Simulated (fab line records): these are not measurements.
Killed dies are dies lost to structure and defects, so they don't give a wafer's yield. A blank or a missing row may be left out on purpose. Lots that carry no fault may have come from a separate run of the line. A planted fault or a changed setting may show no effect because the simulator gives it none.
fab line records | flow berkeley_cmos170 | part 2 of 2: steps 31 to 40 of 40
[record] lots = 5 | wafers = 15 | last_day = 12
route steps=331 shown PWELL@44 WELLDRIVE@55 ACTIVE@60 PFIELD@79
lots with no fault: from the same line, run without faults
start_h: hours from the record's opening day to when the first of the lot's shown wafers began | wait_h: hours from the lot's prior step to this one | " repeats the value in the row above | L1.1+2: several wafers, shown together as one row | - no value, or no start was given | * or withheld: withheld | < > ~ a bound
route shown NAME@n: names a module that has steps shown in the file, with the first one's number in the route | usual: mean/standard deviation of fault-free wafers | same: alike in all rows | chamber/n: place in a boat | sites: each site's reading | _std_site: the standard deviation of these | _edge_site: outer sites' mean less inner sites' | radius_mm: how far each site lies from the wafer's centre | mask NAME#n: copy n | behind: tool/chamber where the wafer was last shaped | hold: what put the lot on hold/how long, in hours/how the hold closed | device: the n, p or np transistor that did not switch | end of line: the tests these same wafers got at the end of their route | for a step that has no rows: nothing shown but its recipe | killed: not the wafer's yield, but the dies lost to structure and defects at the first sort | map: a wafer's dies, x killed, . not, _ none there
set.NAME: the setting the step ran with; set.NAME@STEP: the setting that earlier step ran with | model.NAME: the simulator's own value behind a step, which no gauge read
lots seen at some steps along the route; tables by step, rows by wafer
services: a tool's chamber out of use, with start hour (start_h, from the record's first day; less than 0 if before it), hours out, and reason
[[steps]]
[step UCB170_ACTIVE_OVL_MEAS_14]
[usual] ACTIVE_OVL = -1/5.6
lot.wafer | tool       | chamber | start_h | wait_h | ACTIVE_OVL[nm]
L075.1    | overlay-02 | -       | 103.06  | 0.1    | 9
L075.2    | "          | -       | "       | "      | 12
L075.5    | "          | -       | "       | "      | 8
L076.2    | overlay-01 | -       | 107.33  | 0.1    | -7
L076.3    | "          | -       | "       | "      | -5
L076.5    | "          | -       | "       | "      | 2
L084.1    | overlay-02 | -       | 133.44  | 0.1    | -4
L084.2    | "          | -       | "       | "      | -9
L084.4    | "          | -       | "       | "      | -2
L089.3    | overlay-02 | -       | 142.82  | 0.1    | -3
L089.4    | "          | -       | "       | "      | 5
L089.6    | "          | -       | "       | "      | 5
L097.1    | overlay-02 | -       | 200.62  | 0.1    | -9
L097.4    | "          | -       | "       | "      | -10
L097.5    | "          | -       | "       | "      | -3
[step UCB170_ACTIVE_ETCH_15]
[recipe] chemistry = CH3F/Ar/O2 | target = Si3N4 | stop_on = SiO2 | CH3F_flow_sccm = 20 | Ar_flow_sccm = 50 | O2_flow_sccm = 7 | pressure_mtorr = 50 | rf_w = 450 | target_depth_a = 2420 | over_etch_frac = 0.1 | time_s = 151
[usual] drypump_motor_current_A = 5.9/0.4 | oes_product_au = 0.941/0.013 | throttle_valve_pct = 8.13/0.13
[same] time_s = 151
lot.wafer | tool        | chamber | start_h | wait_h | drypump_motor_current_A | oes_product_au | rf_hours_counter_h | throttle_valve_pct
L075.1    | rie_diel-03 | 1       | 103.09  | 0.0    | 5.6                     | 0.944          | 1                  | 7.95
L075.2    | "           | 2       | "       | "      | 6.8                     | 0.962          | 12                 | 8.10
L075.5    | "           | 1       | "       | "      | 5.6                     | 0.938          | -                  | 7.95
L076.2    | rie_diel-02 | 2       | 107.36  | 0.0    | 6.1                     | 0.942          | 52                 | 8.14
L076.3    | "           | 0       | "       | "      | 6.1                     | 0.954          | 11                 | 8.21
L076.5    | "           | 0       | "       | "      | 6.1                     | 0.945          | -                  | 8.22
L084.1    | rie_diel-04 | 2       | 133.48  | 0.0    | 5.3                     | 0.943          | 4                  | 8.07
L084.2    | "           | 3       | "       | "      | 5.9                     | 0.923          | 14                 | 8.29
L084.4    | "           | 1       | "       | "      | 6.5                     | 0.936          | 16                 | 8.32
L089.3    | rie_diel-03 | 0       | 142.84  | 0.0    | 6.3                     | 0.924          | 95                 | 8.06
L089.4    | "           | 2       | "       | "      | 6.7                     | 0.948          | 14                 | 8.12
L089.6    | "           | 0       | "       | "      | 6.3                     | 0.948          | -                  | 8.06
L097.1    | rie_diel-03 | 0       | 200.65  | 0.0    | 6.2                     | 0.918          | 98                 | 8.07
L097.4    | "           | 1       | "       | "      | 5.7                     | 0.930          | 5                  | 7.96
L097.5    | "           | 3       | "       | "      | 5.7                     | 0.902          | -                  | 8.21
[step UCB170_ACTIVE_STRIP_16]
[recipe] chemistry = O2 | power_w = 400 | pressure_mtorr = 3500 | platen_temp_c = withheld | o2_flow_sccm = 400 | overash_fraction = 0.5
[usual] drypump_motor_current_A = 6.14/0.28 | oes_product_au = 0.720/0.004 | strip_time_to_endpoint_s = 18.07/0.089
lot.wafer | tool            | chamber | start_h | wait_h | drypump_motor_current_A | oes_product_au | rf_hours_counter_h | strip_time_to_endpoint_s
L075.1    | plasma_asher-04 | 0       | 103.19  | 0.1    | 6.26                    | 0.727          | 32                 | 18.14
L075.2    | "               | 1       | "       | "      | 6.57                    | 0.719          | 32                 | 18.14
L075.5    | "               | 1       | "       | "      | 6.56                    | 0.721          | -                  | 18.14
L076.2    | plasma_asher-04 | 0       | 107.46  | 0.1    | 6.27                    | 0.725          | 32                 | 18.20
L076.3    | "               | 1       | "       | "      | 6.55                    | 0.719          | -                  | 18.03
L076.5    | "               | 1       | "       | "      | 6.56                    | 0.719          | -                  | 17.97
L084.1    | plasma_asher-02 | 0       | 133.58  | 0.1    | 6.12                    | 0.719          | 36                 | 18.04
L084.2    | "               | 1       | "       | "      | 5.78                    | 0.718          | 36                 | 18.08
L084.4    | "               | 0       | "       | "      | 6.10                    | 0.718          | -                  | 17.97
L089.3    | plasma_asher-02 | 1       | 142.98  | 0.1    | 5.76                    | 0.717          | -                  | 17.70
L089.4    | "               | 0       | "       | "      | 6.13                    | 0.721          | -                  | 17.90
L089.6    | "               | 0       | "       | "      | 6.14                    | 0.721          | -                  | 17.78
L097.1    | plasma_asher-03 | 0       | 200.75  | 0.1    | 5.78                    | 0.711          | 11                 | 18.03
L097.4    | "               | 1       | "       | "      | 6.12                    | 0.726          | -                  | 18.05
L097.5    | "               | 0       | "       | "      | 5.79                    | 0.718          | -                  | 18.03
[step UCB170_ACTIVE_CD_MEAS_90]
[recipe] target_cd_nm = 1200
[usual] cd_nm = 1199.8/1.3
lot.wafer | tool      | chamber | start_h | wait_h | cd_nm
L075.1    | cd_sem-02 | -       | 103.29  | 0.1    | 1199.4
L075.2    | "         | -       | "       | "      | 1199.5
L075.5    | "         | -       | "       | "      | 1199.5
L076.2    | cd_sem-01 | -       | 107.62  | 0.1    | 1201.2
L076.3    | "         | -       | "       | "      | 1200.8
L076.5    | "         | -       | "       | "      | 1200.7
L084.1    | cd_sem-01 | -       | 133.68  | 0.1    | 1199.7
L084.2    | "         | -       | "       | "      | 1198.1
L084.4    | "         | -       | "       | "      | 1200.1
L089.3    | cd_sem-02 | -       | 143.08  | 0.1    | 1199.8
L089.4    | "         | -       | "       | "      | 1200.8
L089.6    | "         | -       | "       | "      | 1201.5
L097.1    | cd_sem-01 | -       | 200.85  | 0.1    | 1196.8
L097.4    | "         | -       | "       | "      | 1197.0
L097.5    | "         | -       | "       | "      | 1197.6
[step UCB170_ACTIVE_CLEAN_17]
[recipe] chemistry = SPM | temp_c = 120 | time_s = 600
[same] time_s = 600
lot.wafer  | tool         | chamber | start_h | wait_h
L075.1+2+5 | wet_bench-04 | 1       | 103.76  | 0.4
L076.2+3+5 | wet_bench-03 | 1       | 107.72  | 0.1
L084.1+2+4 | wet_bench-03 | 3       | 133.80  | 0.1
L089.3+4+6 | wet_bench-03 | 0       | 143.32  | 0.2
L097.1+4+5 | wet_bench-04 | 3       | 201.09  | 0.2
[step UCB170_PFIELD_HMDS_00]
[recipe] prime_time_s = 60 | prime_temp_c = 100
lot.wafer  | tool           | chamber | start_h | wait_h
L075.1+2+5 | litho_track-03 | 0       | 104.46  | 0.5
L076.2+3+5 | litho_track-04 | 0       | 108.04  | 0.1
L084.1+2+4 | litho_track-04 | 0       | 134.30  | 0.2
L089.3+4+6 | litho_track-03 | 0       | 144.29  | 0.8
L097.1+4+5 | litho_track-04 | 0       | 201.44  | 0.0
[step UCB170_PFIELD_COAT_01]
[recipe] resist = KrF | spin_rpm = 1500 | resist_thk_nm = 900
lot.wafer  | tool           | chamber | start_h | wait_h
L075.1+2+5 | litho_track-03 | 0       | 104.61  | 0.1
L076.2+3+5 | litho_track-04 | 0       | 108.19  | 0.1
L084.1+2+4 | litho_track-04 | 0       | 134.45  | 0.1
L089.3+4+6 | litho_track-03 | 0       | 144.44  | 0.1
L097.1+4+5 | litho_track-04 | 0       | 201.59  | 0.1
[step UCB170_PFIELD_SOFTBAKE_02]
[recipe] resist = KrF | temp_c = 130 | time_s = 60
[usual] heater_power_total_W = 56.81/0.049
[same] time_s = 60
lot.wafer | tool           | chamber | start_h | wait_h | heater_power_total_W
L075.1    | litho_track-03 | 0       | 104.76  | 0.1    | 56.81
L075.2    | "              | 0       | "       | "      | 56.78
L075.5    | "              | 0       | "       | "      | 56.73
L076.2    | litho_track-04 | 0       | 108.34  | 0.1    | 56.75
L076.3    | "              | 0       | "       | "      | 56.82
L076.5    | "              | 0       | "       | "      | 56.84
L084.1    | litho_track-04 | 0       | 134.60  | 0.1    | 56.80
L084.2    | "              | 0       | "       | "      | 56.85
L084.4    | "              | 0       | "       | "      | 56.84
L089.3    | litho_track-03 | 0       | 144.59  | 0.1    | 56.72
L089.4    | "              | 0       | "       | "      | 56.87
L089.6    | "              | 0       | "       | "      | 56.81
L097.1    | litho_track-04 | 0       | 201.74  | 0.1    | 56.73
L097.4    | "              | 0       | "       | "      | 56.75
L097.5    | "              | 0       | "       | "      | 56.79
[step UCB170_PFIELD_EXPOSE_03]
[recipe] mask_id = PFIELD | na = 0.5 | sigma_outer = 0.6 | source_shape = conventional | target_cd_nm = 1500 | dose_mj = 30
[usual] focus_offset_nm = 0.1/0.5
lot.wafer | tool           | chamber | start_h | wait_h | mask     | focus_offset_nm
L075.1    | krf_scanner-02 | 0       | 105.04  | 0.2    | PFIELD#0 | -0.1
L075.2    | "              | 0       | "       | "      | PFIELD#0 | -0.2
L075.5    | "              | 0       | "       | "      | PFIELD#0 | 0.9
L076.2    | krf_scanner-01 | 0       | 108.61  | 0.2    | PFIELD#0 | 0.6
L076.3    | "              | 0       | "       | "      | PFIELD#0 | 0.9
L076.5    | "              | 0       | "       | "      | PFIELD#0 | -0.6
L084.1    | krf_scanner-01 | 0       | 134.88  | 0.2    | PFIELD#0 | -0.2
L084.2    | "              | 0       | "       | "      | PFIELD#0 | -0.7
L084.4    | "              | 0       | "       | "      | PFIELD#0 | 0.5
L089.3    | krf_scanner-01 | 0       | 144.85  | 0.2    | PFIELD#0 | -0.3
L089.4    | "              | 0       | "       | "      | PFIELD#0 | 0.2
L089.6    | "              | 0       | "       | "      | PFIELD#0 | 0.5
L097.1    | krf_scanner-01 | 0       | -       | -      | PFIELD#0 | -0.1
L097.4    | "              | 0       | "       | "      | PFIELD#0 | -0.6
L097.5    | "              | 0       | "       | "      | PFIELD#0 | -0.1
[step UCB170_PFIELD_PEB_04]
[recipe] peb_temp_c = 130 | peb_time_s = withheld | resist = KrF
[usual] heater_power_total_W = 56.80/0.047
lot.wafer | tool           | chamber | start_h | wait_h | heater_power_total_W
L075.1    | litho_track-03 | 0       | 105.46  | 0.4    | 56.81
L075.2    | "              | 0       | "       | "      | 56.81
L075.5    | "              | 0       | "       | "      | 56.66
L076.2    | litho_track-02 | 0       | 108.81  | 0.2    | 56.84
L076.3    | "              | 0       | "       | "      | 56.82
L076.5    | "              | 0       | "       | "      | 56.84
L084.1    | litho_track-03 | 0       | 135.00  | 0.1    | 56.78
L084.2    | "              | 0       | "       | "      | 56.74
L084.4    | "              | 0       | "       | "      | 56.81
L089.3    | litho_track-03 | 0       | 145.64  | 0.8    | 56.76
L089.4    | "              | 0       | "       | "      | 56.74
L089.6    | "              | 0       | "       | "      | 56.78
L097.1    | litho_track-04 | 0       | -       | -      | 56.77
L097.4    | "              | 0       | "       | "      | 56.89
L097.5    | "              | 0       | "       | "      | 56.79
[[services]]
tool            | chamber | start_h | hours | kind
krf_scanner-01  | -       | 48.14   | 6.0   | repair
krf_scanner-02  | -       | 69.86   | 1.0   | pm
krf_scanner-01  | -       | 71.61   | 1.0   | pm
krf_scanner-02  | -       | 74.65   | 1.2   | repair
furnace-01      | -       | 76.91   | 3.6   | pm
rie_diel-04     | 2       | 78.54   | 1.4   | repair
rie_diel-04     | 3       | 78.60   | 1.5   | repair
rie_diel-04     | -       | 89.03   | 0.8   | repair
krf_scanner-02  | -       | 111.90  | 0.8   | pm
rie_diel-04     | 0       | 114.62  | 13.0  | repair
plasma_asher-02 | -       | 133.03  | 0.4   | repair
rie_diel-03     | 1       | 143.01  | 35.9  | repair
plasma_asher-02 | -       | 151.12  | 2.8   | pm
krf_scanner-01  | -       | 155.87  | 0.1   | repair
krf_scanner-01  | -       | 163.15  | 0.8   | pm
plasma_asher-02 | -       | 164.43  | 2.4   | repair
krf_scanner-02  | -       | 168.39  | 1.3   | pm
furnace-02      | -       | 172.19  | 3.5   | pm
krf_scanner-02  | -       | 179.70  | 3.6   | pm
wet_bench-02    | -       | 181.94  | 1.5   | repair
furnace-02      | -       | 182.74  | 4.9   | pm
krf_scanner-01  | -       | 183.26  | 1.3   | pm
furnace-01      | -       | 196.78  | 3.1   | pm
furnace-02      | -       | 197.35  | 18.8  | pm
